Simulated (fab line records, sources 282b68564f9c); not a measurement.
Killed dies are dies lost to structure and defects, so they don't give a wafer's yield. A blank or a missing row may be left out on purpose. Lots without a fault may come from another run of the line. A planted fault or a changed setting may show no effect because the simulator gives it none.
Which tool did it? | flow rit_cmos | 13 lots, 39 wafers sampled, at 3 steps of a route of 202

WHAT THE GAUGES READ, wafer by wafer
RIT_M1_RS_MEAS_01: measures by four-point-probe.
lot  | measured    | on            | M1_AL_RS (ohm/sq)
L524 | day 3 04:56 | film_metro-04 | 0.0712 0.0722 0.0726
L525 | day 3 09:23 | film_metro-02 | 0.0725 0.0717 0.0718
L526 | day 3 16:13 | film_metro-02 | 0.0734 0.0724 0.0736
L528 | day 4 03:29 | film_metro-02 | 0.0724 0.0731 0.0730
L529 | day 4 08:18 | film_metro-04 | 0.0724 0.0733 0.0727
L530 | day 4 12:14 | film_metro-02 | 0.0728 0.0730 0.0733
L531 | day 4 16:21 | film_metro-02 | 0.0722 0.0727 0.0734
L539 | day 6 13:20 | film_metro-02 | 0.0729 0.0563 0.0727
L540 | day 6 17:00 | film_metro-04 | 0.0731 0.0725 0.0733
L541 | day 6 19:35 | film_metro-01 | 0.0739 0.0735 0.0741
L542 | day 7 00:25 | film_metro-02 | 0.0725 0.0718 0.0729
L544 | day 7 09:10 | film_metro-01 | 0.0732 0.0719 0.0724
L546 | day 7 20:57 | film_metro-02 | 0.0725 0.0740 0.0743

RIT_M1_THK_MEAS_02: measures by xrf.
lot  | measured    | on            | M1_AL_THK (nm)
L524 | day 3 05:03 | film_metro-04 | 405 399 396
L525 | day 3 09:30 | film_metro-02 | 399 402 404
L526 | day 3 16:19 | film_metro-02 | 394 398 394
L528 | day 4 03:36 | film_metro-02 | 402 395 397
L529 | day 4 08:24 | film_metro-04 | 400 395 397
L530 | day 4 12:20 | film_metro-02 | 399 394 395
L531 | day 4 16:28 | film_metro-02 | 402 398 393
L539 | day 6 13:27 | film_metro-02 | 398 513 398
L540 | day 6 17:07 | film_metro-04 | 393 398 393
L541 | day 6 19:42 | film_metro-01 | 393 392 392
L542 | day 7 00:31 | film_metro-02 | 400 404 400
L544 | day 7 09:16 | film_metro-01 | 395 404 401
L546 | day 7 21:04 | film_metro-02 | 402 393 394

WHICH TOOL RAN EACH LOT (tool, then ch and the chambers of the sampled wafers, then the start)
lot  | RIT_M1_SPUTTER_00
L524 | pvd_sputter-02, day 3 04:38
L525 | pvd_sputter-03, day 3 09:05
L526 | pvd_sputter-02, day 3 15:53
L528 | pvd_sputter-02, day 4 03:11
L529 | pvd_sputter-03, day 4 07:58
L530 | pvd_sputter-02, day 4 11:53
L531 | pvd_sputter-03, day 4 16:03
L539 | pvd_sputter-03, day 6 13:01
L540 | pvd_sputter-04, day 6 16:42
L541 | pvd_sputter-02, day 6 19:17
L542 | pvd_sputter-04, day 7 00:06
L544 | pvd_sputter-04, day 7 08:49
L546 | pvd_sputter-04, day 7 20:38
- RIT_M1_SPUTTER_00: material Al, target thk 400 nm, time 500 s.

WHAT THE TOOLS THEMSELVES READ (means of the sampled wafers that have a number; where no wafer has one, the mark that the record gives instead)
RIT_M1_SPUTTER_00.
lot  | tool           | throttle_valve_pct (%)
L524 | pvd_sputter-02 | 29.6
L525 | pvd_sputter-03 | 30.4
L526 | pvd_sputter-02 | 29.3
L528 | pvd_sputter-02 | 30.7
L529 | pvd_sputter-03 | 30.9
L530 | pvd_sputter-02 | 30.7
L531 | pvd_sputter-03 | 30.4
L539 | pvd_sputter-03 | 31.0
L540 | pvd_sputter-04 | 30.7
L541 | pvd_sputter-02 | 30.9
L542 | pvd_sputter-04 | 30.6
L544 | pvd_sputter-04 | 30.7
L546 | pvd_sputter-04 | 30.7

THE ANSWER, worked out from the rows above alone
Rule: what is usual is taken from the lots themselves. Put in order of their means at a reading, lots are off if they are a third of the lots or fewer, leave a main group of 4 or more, and stand apart from it by a gap of 3 or more times the standard deviation of the main group's means; of several such gaps the widest counts. A main group whose means are all the same, to the digits that the tables above print for the reading, isn't used. A lot without any number at a reading at which 4 lots or more have one is off too. The other lots that the step has rows for count as sound. The gauges are gone through in route order, then the tools' own readings, and for those a lot's mean is taken as printed above. The first step at which some lot is off is used, and at that step the reading that is off furthest; a lot without a number counts as furthest.
Off: L539, at RIT_M1_RS_MEAS_01 (M1_AL_RS). The main group: mean 0.0728 ohm/sq, standard deviation 0.00053.
A tool fits if, at a process step before that reading, it ran every lot that is off, and no sound lot after the first of them. The gauges at RIT_M1_RS_MEAS_01 are tried like those tools. One fits: pvd_sputter-03 at RIT_M1_SPUTTER_00. Its last sound lot is L531 (day 4 16:03), its first lot that is off L539 (day 6 13:01): a fault that began between those two fits.

WHAT THE SIMULATOR HAD PUT IN
Process parameter drift: pvd_sputter-03, from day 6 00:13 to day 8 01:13, at RIT_M1_SPUTTER_00. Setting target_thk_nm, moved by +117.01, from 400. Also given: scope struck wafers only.
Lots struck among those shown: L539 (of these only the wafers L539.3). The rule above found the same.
